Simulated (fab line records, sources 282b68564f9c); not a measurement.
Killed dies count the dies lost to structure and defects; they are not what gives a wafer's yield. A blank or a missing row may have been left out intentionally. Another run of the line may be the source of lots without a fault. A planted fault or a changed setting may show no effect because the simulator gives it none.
Check for tools in common + flow ritCmos + Sampled: 16 lots, 48 wafers

THE REASON FOR OPENING IT
At RIT_PLDD_OVL_MEAS_06 the reading PLDD_OVL is flagged on 4 of 16 lots. No-fault wafers: 1.2 nm, standard deviation 1.5.
Rule: flag the lot when none of its wafers has a number, or when each of its wafers that has one lies beyond 4 standard deviations from that mean. All remaining lots are regarded as sound.

| lot  | measured    | on         | PLDD_OVL (nm), wafer by wafer | flag    |
|------|-------------|------------|-------------------------------|---------|
| L919 | day 2 19:40 | overlay-02 | 2.7 2.2 0.4                   |         |
| L921 | day 3 10:53 | overlay-02 | 1.1 3.1 0.5                   |         |
| L923 | day 3 20:50 | overlay-01 | 3.2 3.7 1.3                   |         |
| L926 | day 4 14:20 | overlay-02 | 3.1 1.0 1.2                   |         |
| L927 | day 4 16:53 | overlay-01 | 0.4 0.1 -0.1                  |         |
| L928 | day 4 18:04 | overlay-02 | 1.5 2.0 2.4                   |         |
| L929 | day 5 02:36 | overlay-01 | 1.6 -0.1 0.4                  |         |
| L930 | day 5 07:10 | overlay-01 | 1.3 0.3 3.6                   |         |
| L933 | day 5 22:50 | overlay-01 | 3.0 2.0 -0.8                  |         |
| L934 | day 6 04:10 | overlay-02 | 242.6 243.5 243.7             | FLAGGED |
| L936 | day 6 12:17 | overlay-01 | 243.9 242.1 242.0             | FLAGGED |
| L937 | day 6 14:35 | overlay-02 | 240.4 242.2 240.6             | FLAGGED |
| L939 | day 7 03:14 | overlay-01 | -2.5 -1.2 -0.5                |         |
| L940 | day 7 05:47 | overlay-02 | 242.1 243.0 243.5             | FLAGGED |
| L941 | day 7 11:10 | overlay-01 | 2.6 3.8 3.1                   |         |
| L942 | day 7 18:25 | overlay-01 | -0.5 0.0 0.2                  |         |
On average the flagged lots read 242.5 nm, which is +241.3 nm against the usual, or +99 or more standard deviations.

EACH LOT AND THE TOOL IT RAN ON
The record keeps 1 process step preceding the reading, out of 202 steps on the route. Every cell lists first the tool, next ch and the chambers used by the sampled wafers, and last the start.
| lot  | flag    | RIT_PLDD_EXPOSE_03                |
|------|---------|-----------------------------------|
| L919 |         | ilineStepper-02 ch 0, day 2 19:16 |
| L921 |         | ilineStepper-02 ch 0, day 3 10:30 |
| L923 |         | ilineStepper-02 ch 0, day 3 20:28 |
| L926 |         | ilineStepper-01 ch 0, day 4 13:56 |
| L927 |         | ilineStepper-01 ch 0, day 4 16:29 |
| L928 |         | ilineStepper-02 ch 0, day 4 17:41 |
| L929 |         | ilineStepper-01 ch 0, day 5 02:12 |
| L930 |         | ilineStepper-02 ch 0, day 5 06:46 |
| L933 |         | ilineStepper-01 ch 0, day 5 22:28 |
| L934 | FLAGGED | ilineStepper-02 ch 0, day 6 03:44 |
| L936 | FLAGGED | ilineStepper-02 ch 0, day 6 11:53 |
| L937 | FLAGGED | ilineStepper-02 ch 0, day 6 14:11 |
| L939 |         | ilineStepper-01 ch 0, day 7 02:50 |
| L940 | FLAGGED | ilineStepper-02 ch 0, day 7 05:25 |
| L941 |         | ilineStepper-01 ch 0, day 7 10:47 |
| L942 |         | ilineStepper-01 ch 0, day 7 18:02 |
What the steps here do:
- RIT_PLDD_EXPOSE_03: exposes mask M8, target cd 40900 nm.
- RIT_PLDD_OVL_MEAS_06

FLAGGED AGAINST TOTAL, ONE TOOL AT A TIME (gauges that did the reading follow at the end)
| step                 | tool            | lots run | flagged | share of the flagged lots | sound lots run after its first flagged lot |
|----------------------|-----------------|----------|---------|---------------------------|--------------------------------------------|
| RIT_PLDD_EXPOSE_03   | ilineStepper-01 | 7        | 0       | none                      | -                                          |
| RIT_PLDD_EXPOSE_03   | ilineStepper-02 | 9        | 4       | all                       | 0                                          |
| RIT_PLDD_OVL_MEAS_06 | overlay-01      | 9        | 1       | some                      | 3 (L939,L941,L942)                         |
| RIT_PLDD_OVL_MEAS_06 | overlay-02      | 7        | 3       | some                      | 0                                          |

WHAT IS ALLOWED BY THE TABLE
In the table, 1 row covers all flagged lots: ilineStepper-02 at RIT_PLDD_EXPOSE_03.
- ilineStepper-02 at RIT_PLDD_EXPOSE_03 ran 9 lots, 4 of them flagged. It ran its last sound lot, L930, at day 5 06:46 and its first flagged lot, L934, at day 6 03:44: a fault with its onset between the two fits.
Just one tool remains: ilineStepper-02 at RIT_PLDD_EXPOSE_03.

WHAT WAS PUT IN BY THE SIMULATOR
Scanner matching overlay: ilineStepper-02, from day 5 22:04 on, at RIT_PLDD_EXPOSE_03. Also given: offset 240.
Shown lots that were struck: L934, L936, L937, L940. The same result came from the rule above.
